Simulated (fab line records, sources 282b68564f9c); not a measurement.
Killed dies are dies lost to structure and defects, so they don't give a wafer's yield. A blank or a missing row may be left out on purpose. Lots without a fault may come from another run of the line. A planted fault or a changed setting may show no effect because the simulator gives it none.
Problem report in the 8D (eight disciplines) form, filled by code | flow rit_cmos | the parts of the form that need people (team, actions taken, sign-off) are left out

1. THE PROBLEM
PRETRO_TW at RIT_PRETRO_TW_MEAS_10 reads a mean of 448.8 on 9 wafers of 3 lots; wafers without a fault read 472.9 with a standard deviation of 2.2. That is -11 standard deviations from the usual mean.
First seen on wafer L657.3, day 5 13:44, on film_metro-02. The record holds 45 wafers of 15 lots with a number at this step. Rule for "out", or "out of limits": more than 4 standard deviations from the usual mean. The other wafers with a number count as sound.

2. WHAT IT IS AND WHAT IT IS NOT
question                    | is                           | is not
which readings at this step | PRETRO_TW                    | -
which lots                  | L657, L659, L661             | L642, L643, L644, L645, L646, L647, L648, L653, L654, L655, L658, L660
which wafers of those lots  | all that have a number       | -
read on which gauges        | film_metro-01, film_metro-02 | film_metro-03
when                        | from day 5 13:44             | up to then (30 sound wafers); but 6 sound wafers of L658, L660 came after

3. SUSPECTS, AND WHAT RULES EACH OUT
Counting: a tool at a process step up to the reading stays a suspect if it ran every lot that is out and no sound lot after the first of them.
- the gauge at RIT_PRETRO_TW_MEAS_10: ruled out. The wafers that are out were read on 2 gauges (film_metro-01, film_metro-02).
- implanter-01 at RIT_PRETRO_IMPLANT_08: kept. It ran every lot that is out, first L657 (day 5 13:26), and no sound lot after that; its last sound lot up to then is L654 (day 4 23:34). Its own readings are out on those wafers: beam_energy_keV.
Left after counting: implanter-01 at RIT_PRETRO_IMPLANT_08.

4. THE CAUSE (what the simulator had put in)
Process parameter drift: implanter-01, from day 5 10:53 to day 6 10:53, at RIT_PRETRO_IMPLANT_08. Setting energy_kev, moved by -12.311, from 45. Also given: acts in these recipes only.
Counting left only this tool.

5. THE CHAIN OF EFFECTS, in route order
Each row: a reading whose mean over the struck wafers that have a number lies more than 3 standard deviations from the usual. Only readings for which the record gives a usual standard deviation are gone through. hours: the time from each lot's start at the first step in this table that gives one to its start at this step, as a median over the lots. sigmas: the change in usual standard deviations.
hours | step                  | reading         | usual  | on struck wafers | change  | sigmas
0     | RIT_PRETRO_IMPLANT_08 | beam_energy_keV | 44.997 | 32.692           | -12.305 | -99 or more
0     | RIT_PRETRO_TW_MEAS_10 | PRETRO_TW       | 472.9  | 448.8            | -24.1   | -11
The process steps in it:
- RIT_PRETRO_IMPLANT_08

6. WHAT WOULD HAVE CAUGHT IT SOONER
In this record the first reading out of limits at a measuring or inspecting step was taken at day 5 13:44, 3 hours after the fault began at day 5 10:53.
The tool's own readings at RIT_PRETRO_IMPLANT_08 were out on every struck wafer that the step has a row for (beam_energy_keV): an alarm limit on them would have fired on the first of those.
Of the lots that are out (3), L659, L661 began RIT_PRETRO_IMPLANT_08 on implanter-01 after day 5 13:44. A hold on the tool at that time would have spared those 2.
